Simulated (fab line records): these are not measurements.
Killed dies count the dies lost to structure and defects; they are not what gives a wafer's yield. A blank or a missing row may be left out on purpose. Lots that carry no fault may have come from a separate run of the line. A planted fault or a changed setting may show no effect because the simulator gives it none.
Problem report, 8D (eight disciplines) form, completed by code | flow berkeleyCmos170 | the parts of the form that need people (team, actions taken, sign-off) are left out

## 1. THE PROBLEM
Mean of oesProductAu at UCB170_M1_METAL_ETCH_12: 0.790 a.u. across 5 wafers in 2 lots; on wafers with no fault it is 0.852 a.u. (standard deviation 0.012). That puts it -5.2 standard deviations away from the usual mean.
The step: etches Al in Cl2/BCl3, stops on PSG, target depth 780 nm, time 130 s.
The first sign was on wafer L553.1 at day 11 16:17, on rieMetal-03. Wafers with a number at this step in the record: 42, from 14 lots. By rule, "out" or "out of limits" means more than 4 standard deviations away from the usual mean. The rest of the wafers with a number are treated as sound.

## 2. WHAT IT IS; WHAT IT IS NOT
question                    | is                                     | is not
which readings at this step | oesProductAu                           | drypumpMotorCurrentA, heBacksideLeakSccm, throttleValvePct
which lots                  | L553, L556                             | L544, L545, L546, L547, L549, L551, L559, L560, L561, L564, L565, L566
which wafers of those lots  | L553.1, L553.5, L556.2, L556.4, L556.6 | L553.2
read on which tools         | rieMetal-03                            | rieMetal-01, rieMetal-04
when                        | from day 11 16:17                      | up to then (19 sound wafers); but 18 sound wafers of L559, L560, L561, L564, L565, L566 came after

## 3. SUSPECTS, AND WHAT RULES EACH OUT
Counting: a tool at a process step up to the reading stays a suspect if it ran every lot that is out. Sound lots after the first of them don't rule it out here, since some wafers of a struck lot are sound.
- plasmaAsher-03 at UCB170_CONTACT_STRIP_06 (strips in O2): kept. It ran every lot that is out, first L553 (day 11 09:44).
- rieMetal-03 at UCB170_M1_METAL_ETCH_12 (etches Al in Cl2/BCl3, stops on PSG, target depth 780 nm, time 130 s): kept. Ran every lot that is out, first one L553 (day 11 16:17); last sound lot up to then L547 (day 10 04:43). Its own oesProductAu readings are out on those wafers.
- Within rieMetal-03 at UCB170_M1_METAL_ETCH_12, the wafers that are out were processed in chamber 1 and their sound lot-mates in chamber 0.
The count leaves rieMetal-03 at UCB170_M1_METAL_ETCH_12 and plasmaAsher-03 at UCB170_CONTACT_STRIP_06.

## 4. THE CAUSE (what the simulator had put in)
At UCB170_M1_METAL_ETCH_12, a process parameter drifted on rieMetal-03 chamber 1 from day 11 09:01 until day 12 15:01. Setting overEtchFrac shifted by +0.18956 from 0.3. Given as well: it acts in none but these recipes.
After counting, 2 suspects remain, this tool included.

## 5. SEQUENCE OF EFFECTS, ordered by route
Rows list readings where the struck wafers' mean (over those with a number) sits beyond 3 standard deviations from the usual. Only readings for which the record gives a usual standard deviation are gone through. hours: the time from each lot's start at the first step in this table that gives one to its start at this step, as a median over the lots. sigmas: the change in usual standard deviations.
hours | step                    | reading      | usual      | on struck wafers | change | sigmas
0     | UCB170_M1_METAL_ETCH_12 | oesProductAu | 0.852 a.u. | 0.790            | -0.062 | -5.2
0     | UCB170_M1_STRIP_13      | oesProductAu | 0.720 a.u. | 0.692            | -0.028 | -6.4
Its process steps:
- UCB170_M1_METAL_ETCH_12: etches Al in Cl2/BCl3, stops on PSG, target depth 780 nm, time 130 s.
- UCB170_M1_STRIP_13: strips in O2.
Later steps that measure or inspect, where all struck wafers having a row at the step show a number for every such reading and not one has moved that far: UCB170_V1_THK_MEAS_04.

## 6. HOW IT WOULD HAVE BEEN CAUGHT EARLIER
In this record no reading fell out of limits until day 11 16:17, 7 hours after the fault had begun at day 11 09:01.
